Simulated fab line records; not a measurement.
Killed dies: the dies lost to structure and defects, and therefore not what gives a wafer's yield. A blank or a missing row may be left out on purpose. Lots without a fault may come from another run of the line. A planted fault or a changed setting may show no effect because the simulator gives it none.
Struck lot and sound lot, side by side ; flow rit_cmos ; 27 out of 202 route steps
Sound: wafers L722.1, L722.3, L722.5. Wafers struck: L730.1, L730.3, L730.4. The cause comes at the end.
Each step with rows lists, per side, the tool, then ch with its chambers, then its first start. Under that, the readings that differ: sound wafers ; struck wafers ; difference of the means ; sigmas: that difference in standard deviations of wafers without a fault.
alike: words and numbers the same on both sides, and readings whose means are apart by under 2 such deviations; not compared: readings that were withheld, readings missing a value for some wafer, numbers with overlapping values and no deviation given by the record, and bounds like >300 which may hide the same value.
The two part at a step that has a row with sigmas, a row that says differs or no value, or rows on one side only. When numbers do not overlap yet have no deviation, they are printed without sigmas and do not part them. A reading that every wafer of one side lacks parts them only if that side has two wafers or more.

first, 4 steps without rows for these wafers: RIT_CONTACT_SOFTBAKE_04 (time 60 s); RIT_CONTACT_EXPOSE_05 (exposes mask M11, target cd 1000 nm); RIT_CONTACT_PEB_06; RIT_CONTACT_DEVELOP_07 (develop time 120 s).
RIT_CONTACT_CD_MEAS_08: target cd 1000 nm.
  sound: cd_sem-01 at day 4 21:32; struck: cd_sem-02 at day 6 12:38
  alike: cd_nm
RIT_CONTACT_OVL_MEAS_09:
  sound: overlay-01 at day 4 21:40; struck: overlay-01 at day 6 12:45
  alike: CONTACT_OVL
then, 1 step without rows for these wafers: RIT_CONTACT_HARDBAKE_10 (time 60 s).
RIT_CONTACT_ETCH_11: etches SiO2 in CHF3/CF4/Ar, stops on TiSi2, target depth 480 nm, time 320 s.
  sound on rie_diel-01 ch 0,1,3, day 4 21:51; struck on rie_diel-02 ch 0,1,2, day 6 12:56
  alike: CHF3_flow_sccm, drypump_motor_current_A, oes_product_au, rf_fwd_power_W, throttle_valve_pct
  not compared: rf_hours_counter_h
RIT_CONTACT_STRIP_12: strips in O2, time 180 s.
  sound on plasma_asher-02 ch 0,1, day 4 22:02; struck on plasma_asher-02 ch 0,1, day 6 13:08
  alike: drypump_motor_current_A
  not compared: rf_hours_counter_h
RIT_CONTACT_CD_MEAS_90: target cd 1000 nm.
  sound: cd_sem-01 at day 4 22:13; struck: cd_sem-02 at day 6 13:19
  alike: cd_nm
then, 2 steps without rows for these wafers: RIT_CONTACT_CLEAN_13 (cleans in SC1, time 600 s); RIT_CONTACT_CLEAN_14 (cleans in SC2, time 600 s).
RIT_M1_SPUTTER_00: material Al, target thk 400 nm, time 500 s.
  sound: pvd_sputter-03 at day 4 22:41; struck: pvd_sputter-02 at day 6 13:58
reading;sound;struck;difference;sigmas
model.Al_of_M1_SPUTTER_00.thk_nm (nm);407.1 402.6 405.6;493.7 490 493.4;+87.3;
  alike: substrate_temp_c, throttle_valve_pct
RIT_M1_RS_MEAS_01: the measuring method here is four-point-probe.
  sound: film_metro-04 at day 4 22:59; struck: film_metro-02 at day 6 14:17
reading;sound;struck;difference;sigmas
M1_AL_RS (ohm/sq);0.0720 0.0730 0.0723;0.0592 0.0597 0.0592;-0.0131;-20
RIT_M1_THK_MEAS_02: measures by xrf.
  sound: film_metro-04 at day 4 23:06; struck: film_metro-02 at day 6 14:24
reading;sound;struck;difference;sigmas
M1_AL_THK (nm);406 401 405;497 493 496;+91;+24
then, 6 steps without rows for these wafers: RIT_M1_HMDS_03 (prime time 60 s); RIT_M1_COAT_04 (resist thk 1300 nm); RIT_M1_SOFTBAKE_05 (time 60 s); RIT_M1_EXPOSE_06 (exposes mask M12, target cd 2600 nm); RIT_M1_PEB_07; RIT_M1_DEVELOP_08 (develop time 68 s).
RIT_M1_CD_MEAS_09: target cd 2600 nm.
  sound: cd_sem-02 at day 5 00:02; struck: cd_sem-01 at day 6 15:28
reading;sound;struck;difference;sigmas
cd_nm (nm);2604.6 2604.8 2602.9;2599.0 2599.7 2600.3;-4.4;-2
RIT_M1_OVL_MEAS_10:
  sound: overlay-02 at day 5 00:10; struck: overlay-01 at day 6 15:35
  alike: M1_OVL
then, 1 step without rows for these wafers: RIT_M1_HARDBAKE_11 (time 120 s).
RIT_M1_METAL_ETCH_12: etches Al in Cl2/BCl3, stops on SiO2, time 165 s, target depth 600 nm.
  sound on rie_metal-03 ch 1, day 5 00:27; struck on rie_metal-02 ch 0,1, day 6 15:52
reading;sound;struck;difference;sigmas
oes_product_au (a.u.);0.793 0.790 0.787;0.867 0.884 0.876;+0.086;+9
  alike: drypump_motor_current_A, rf_fwd_power_W, throttle_valve_pct
  not compared: rf_hours_counter_h
then, 1 step without rows for these wafers: RIT_M1_STRIP_13 (strips in nmp, time 600 s).
RIT_M1_PROBE_99:
  sound: prober-02 at day 5 02:42; struck: prober-02 at day 6 18:28
reading;sound;struck;difference;sigmas
model.etest.m1.rs_ohm_sq;0.07091 0.07169 0.07193;0.05904 0.0588 0.05899;-0.01257;
model.etest.antenna_m1.vt_shift_v (V);-0.01443 -0.01792 -0.01398;-0.006305 -0.005899 -0.005575;+0.009517;
  alike: defect_limited_yield, killed_at_front_end, killed_dies, killed_open, killed_short, sort_bin_3_pad_short, sort_bin_5_function, sort_bin_6_memory, sort_n_pass, sort_yield_pct
  not compared: model.etest.m1_comb_over_steps.leak_log10_a_um

WHERE THEY PART
First at RIT_M1_RS_MEAS_01; last, within this record, at RIT_M1_METAL_ETCH_12. Later steps at which nothing parts them and some readings are alike: RIT_M1_PROBE_99.

WHY: what had been put in by the simulator
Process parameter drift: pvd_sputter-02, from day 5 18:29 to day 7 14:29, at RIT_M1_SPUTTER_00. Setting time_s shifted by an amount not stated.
